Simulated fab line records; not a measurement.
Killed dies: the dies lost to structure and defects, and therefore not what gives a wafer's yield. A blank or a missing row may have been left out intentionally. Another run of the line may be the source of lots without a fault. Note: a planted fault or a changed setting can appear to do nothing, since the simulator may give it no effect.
Split-lot trial ; flow ritCmos ; 23 wafers read from 5 lots, route of 202 steps

## ON THE SPLIT
At RIT_M1_COAT_04 (resist thk 1300 nm), the setting resistThkNm was moved away from the recipe's 1300 nm on 8 of the 23 wafers read, by -3.2% to +3.9%. All remaining wafers had this setting at the recipe value.

## FROM THE SPLIT TO THE READING: what the file shows between them, 4 steps
- RIT_M1_SOFTBAKE_05: time 60 s
- RIT_M1_EXPOSE_06: exposes mask M12, target cd 2600 nm
- RIT_M1_PEB_07
- RIT_M1_DEVELOP_08: develop time 68 s

## THE READING
cdNm, in nm, at RIT_M1_CD_MEAS_09 (target cd 2600 nm). Typical for fault-free wafers on this fab line: 2600.6 nm, with standard deviation 2.2 nm.

wafer;tool, chamber at the split;resistThkNm as run, nm;against the recipe;cdNm, nm;against lot-mates on the recipe
L076.1;lithoTrack-02, 0;1300;recipe;2598.7;-
L076.2;lithoTrack-02, 0;1351;+3.9%;2601.7;+3.1
L076.3;lithoTrack-02, 0;1351;+3.9%;2603.3;+4.7
L076.4;lithoTrack-02, 0;1300;recipe;2599.1;-
L076.6;lithoTrack-02, 0;1300;recipe;2598.0;-
L079.1;lithoTrack-03, 0;1259;-3.2%;2594.6;-6.2
L079.3;lithoTrack-03, 0;1300;recipe;2602.4;-
L079.4;lithoTrack-03, 0;1300;recipe;2600.4;-
L079.5;lithoTrack-03, 0;1259;-3.2%;2597.7;-3.1
L079.6;lithoTrack-03, 0;1300;recipe;2599.6;-
L080.1;lithoTrack-04, 0;1300;recipe;2606.2;-
L080.2;lithoTrack-04, 0;1300;recipe;2604.3;-
L080.6;lithoTrack-04, 0;1300;recipe;2605.3;-
L082.1;lithoTrack-02, 0;1300;recipe;2600.1;-
L082.2;lithoTrack-02, 0;1268;-2.5%;2598.5;-2.1
L082.3;lithoTrack-02, 0;1268;-2.5%;2597.5;-3.1
L082.4;lithoTrack-02, 0;1300;recipe;2601.3;-
L082.6;lithoTrack-02, 0;1300;recipe;2600.5;-
L085.1;lithoTrack-03, 0;1300;recipe;2600.6;-
L085.2;lithoTrack-03, 0;1300;recipe;2599.4;-
L085.3;lithoTrack-03, 0;1332;+2.5%;2603.4;+2.7
L085.4;lithoTrack-03, 0;1332;+2.5%;2602.2;+1.5
L085.6;lithoTrack-03, 0;1300;recipe;2602.1;-

FIT RESULTS
A straight line over all 23 wafers: cdNm changes by +0.888 nm for each +1% of resistThkNm; r = +0.60; the points scatter about the line by 2.3 nm.
The same after taking each lot's own level away (the mean of its wafers on the recipe; 23 wafers): +1.11 nm for each +1%; r = +0.90; scatter 1 nm.
The reading moves by 4.4 nm for the largest change in resistThkNm, on that fit.
From 2598.60 to 2605.27 nm: that is the span of the lots' own levels, equal to 3.0 times the standard deviation above.
So the lot-to-lot level blurs the effect unless lot-mates are compared.
Check: +4.54 nm against its lot-mates is what the line predicts for one of the wafers moved furthest among these (+3.9%) when that wafer is left out of the fit. Against them it came out at +3.1 nm.

## THESE WAFERS: OTHER SPLITS
Other splits were also applied to these wafers ahead of the reading. Each is held against what the fit with the lots' levels taken away leaves over:
other split on the same wafers;wafers away from the commonest value;r with cdNm (lot level and that fit taken away)
RIT_SILICIDE_SPUTTER_01 timeS;7;-0.24
RIT_CONTACT_CVD_00 timeS;7;-0.12
RIT_M1_SPUTTER_00 timeS;10;+0.08

## THE WHOLE CHAIN: every reading that the file lists as answering this split, in the file's order
step;what it does;reading;change (the file's fit);r (the file's)
RIT_M1_COAT_04;resist thk 1300 nm;NOVOLAK_of_M1_COAT_04.thkNm (the simulator's own value, which no gauge read);+13.4 nm for each +1% of the setting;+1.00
RIT_M1_CD_MEAS_09;target cd 2600 nm;cdNm;+1.11 nm for each +1% of the setting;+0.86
RIT_M1_HARDBAKE_11;time 120 s;NOVOLAK_of_M1_COAT_04.thkNm (the simulator's own value, which no gauge read);+11.5 nm for each +1% of the setting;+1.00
RIT_M1_METAL_ETCH_12;etches Al in Cl2/BCl3, stops on SiO2, time 165 s, target depth 600 nm;NOVOLAK_of_M1_COAT_04.thkNm (the simulator's own value, which no gauge read);+11.6 nm for each +1% of the setting, in a fit together with timeS@M1_METAL_ETCH_12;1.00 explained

## THE FILE'S OWN FIT
cdNm changes by +1.11 nm for each +1% of resistThkNm, r = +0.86.
